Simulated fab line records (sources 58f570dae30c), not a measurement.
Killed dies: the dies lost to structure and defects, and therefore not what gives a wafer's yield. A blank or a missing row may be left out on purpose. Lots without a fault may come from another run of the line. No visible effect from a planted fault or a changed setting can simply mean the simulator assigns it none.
A lot that was struck, set against a sound lot | flow berkeley-cmos170 | 15 out of 331 route steps
Sound: the wafers L577.1, L577.4, L577.6. Wafers struck: L583.1, L583.3, L583.6. The cause comes at the end.
At each step with rows: each side's tool, then ch and its chambers, then its first start. Under that, the readings that differ: sound wafers | struck wafers | difference of the means | sigmas: that difference in standard deviations of wafers without a fault.
alike: same words and numbers on both sides, and readings whose means sit less than 2 such deviations apart. not compared: any withheld reading, any reading some wafer has no value for, any bound like >300 that may hide the same value, and any number with overlapping values for which the record gives no deviation.
Wherever a step has rows on one side only, a row that says differs or no value, or a row with sigmas, the two part there. Non-overlapping numbers with no deviation appear without sigmas and do not part them. Lack of a reading on every wafer of one side parts them only where that side has two or more wafers.

first, 1 step without rows for these wafers: UCB170_V1_DEVELOP_11 (develop time 45 s).
UCB170_V1_CD_MEAS_12 targets a cd of 700 nm.
  sound on cd-sem-02 at day 9 05:16; struck on cd-sem-02 at day 10 07:36
  alike: cd-nm
UCB170_V1_OVL_MEAS_13:
  sound on overlay-02 at day 9 05:23; struck on overlay-02 at day 10 07:43
  alike: V1_OVL
UCB170_V1_ETCH_14: etches SiO2 in CHF3/CF4/Ar, stops on Al, target depth 1250 nm, time 291 s.
  sound on rie-diel-03 ch 2,3, day 9 05:26; struck on rie-diel-04 ch 1,2, day 10 07:46
  reading                     | sound       | struck      | difference | sigmas
  drypump-motor-current-A (A) | 6.1 6.6 6.1 | 5.4 5.0 5.0 | -1.1       | -2
  alike: oes-product-au, throttle-valve-pct
  not compared: rf-hours-counter-h
UCB170_V1_STRIP_15: strips in O2.
  sound on plasma-asher-02 ch 0,1, day 9 05:36; struck on plasma-asher-01 ch 0,1, day 10 07:56
  alike: drypump-motor-current-A, o2-flow-sccm, oes-product-au, strip-time-to-endpoint-s
  not compared: rf-hours-counter-h
UCB170_V1_CD_MEAS_90 targets a cd of 700 nm.
  sound on cd-sem-02 at day 9 05:42; struck on cd-sem-01 at day 10 08:02
  alike: cd-nm
then, 1 step without rows for these wafers: UCB170_M2_PRE_CLEAN_00 (preclean etch time 60 s).
UCB170_M2_SPUTTER_01: material Al, target thk 900 nm, time 120 s.
  sound on pvd-sputter-03 at day 9 05:54; struck on pvd-sputter-02 at day 10 08:13
  alike: cathode-dc-power-W, throttle-valve-pct
UCB170_M2_RS_MEAS_02: a four-point-probe measurement.
  sound on film-metro-01 at day 9 05:59; struck on film-metro-01 at day 10 08:18
  alike: M2_AL_RS
UCB170_M2_THK_MEAS_03: measures by xrf.
  sound on film-metro-01 at day 9 06:07; struck on film-metro-01 at day 10 08:25
  alike: M2_AL_THK
then, 2 steps without rows for these wafers: UCB170_M2_HMDS_04 (prime time 60 s); UCB170_M2_COAT_05 (resist thk 900 nm).
UCB170_M2_SOFTBAKE_06: time 60 s.
  sound on litho-track-04 ch 0, day 9 06:28; struck on litho-track-01 ch 0, day 10 08:47
  reading                  | sound                | struck               | difference | sigmas
  heater-power-total-W (W) | 56.82 56.82 56.79    | 58.07 58.10 58.16    | +1.30      | +30
  plate-temp-C (C)         | 130.00 129.88 129.98 | 132.08 132.29 132.23 | +2.25      | +17
UCB170_M2_STRIP_07: strips in O2.
  sound on plasma-asher-02 ch 1, day 9 06:37; struck on plasma-asher-03 ch 0,1, day 10 08:56
  alike: drypump-motor-current-A, o2-flow-sccm, oes-product-au, strip-time-to-endpoint-s
  not compared: rf-hours-counter-h
UCB170_M3_PROBE_99:
  the record holds rows for the sound wafers here (prober-02, day 9 16:22) but none for the struck ones

WHERE THEY PART
Last at UCB170_M3_PROBE_99 as far as this record goes, first at UCB170_V1_ETCH_14.

WHY: what had been put in by the simulator
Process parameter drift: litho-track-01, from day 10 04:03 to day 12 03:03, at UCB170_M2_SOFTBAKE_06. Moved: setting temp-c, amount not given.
